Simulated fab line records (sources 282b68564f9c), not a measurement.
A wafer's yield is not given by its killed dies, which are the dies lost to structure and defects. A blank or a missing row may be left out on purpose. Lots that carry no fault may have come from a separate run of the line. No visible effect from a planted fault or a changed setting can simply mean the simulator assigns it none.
One fault seen from 2 desks / flow rit_cmos / each desk has only its own numbers; what lay behind them comes last

## THE METROLOGY DESK
Lot by lot, what the gauges showed, no matter which tool ran the lot: averages of those sampled wafers that carry a number. If a lot's mean is further than 4 standard deviations from the usual mean, the lot is out of limits and carries the mark OUT (the distance appears in the brackets).
Columns: A = cd_nm at RIT_ACTIVE_CD_MEAS_11, usual 1399.7 nm; B = FOX2_OXIDE_THK at RIT_FOX2_THK_MEAS_01, usual 352 nm; C = NLDD_RS at RIT_SDANNEAL_RS_MEAS_07, usual 152.7 ohm/sq
lot=L144; first seen here=day 1 19:29; A=1399.6; B=358; C=152.9
lot=L145; first seen here=day 2 00:26; A=1397.1; B=351; C=152.8
lot=L146; first seen here=day 2 05:34; A=1403.2; B=363; C=152.6
lot=L147; first seen here=day 2 10:35; A=1398.8; B=350; C=152.9
lot=L148; first seen here=day 2 15:34; A=1401.8; B=348; C=152.1
lot=L149; first seen here=day 2 20:37; A=1398.7; B=366; C=152.8
lot=L152; first seen here=day 3 11:50; A=1402.2; B=352; C=152.1
lot=L159; first seen here=day 4 23:20; A=1397.3; B=348; C=153.6
lot=L160; first seen here=day 5 03:37; A=1399.8; B=354; C=152.9
lot=L161; first seen here=day 5 09:11; A=1396.8; B=353; C=152.9
lot=L163; first seen here=day 5 18:35; A=1399.7; B=351; C=152.3
lot=L165; first seen here=day 6 04:30; A=1401.5; B=352; C=152.8
lot=L166; first seen here=day 6 09:38; A=1398.0; B=350; C=153.1
Finding of this desk: none of the 13 lots has anything out of limits.

## AT THE TOOL OWNER'S DESK: wet_bench-02
The tool's own readings at RIT_GATE_CLEAN_04 (cleans in dHF, time 60 s): means of the sampled wafers that have a number, for each lot that ran on this tool. If a lot's mean is further than 4 standard deviations from the usual mean, the lot is out of limits and carries the mark OUT (the distance appears in the brackets).
Columns: A = run_length_s at RIT_GATE_CLEAN_04, usual 87.2 s
lot=L145; first seen here=day 2 17:45; A=86.3
lot=L146; first seen here=day 2 23:09; A=87.7
lot=L147; first seen here=day 3 05:26; A=86.8
lot=L149; first seen here=day 3 13:52; A=55.6 (-14) OUT
This desk's verdict: out of limits on L149, starting with L149 at day 3 13:52 (run_length_s at RIT_GATE_CLEAN_04). Within limits: L145, L146, L147.

## ALL TOGETHER
An alarm could have come from the tool owner's desk at day 3 13:52, on L149.
From the metrology desk's view, nothing was out of limits.
The metrology desk holds a record of L149, inside its limits.
RIT_GATE_CLEAN_04 was run on wet_bench-02 by each of the lots named.

## WHAT WAS PUT IN BY THE SIMULATOR
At RIT_GATE_CLEAN_04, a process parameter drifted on wet_bench-02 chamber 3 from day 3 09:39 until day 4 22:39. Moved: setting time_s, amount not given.
Shown lots that were struck: L149.
Delay in hours, fault start to first out-of-limits reading, by desk: the tool owner's desk at 4.
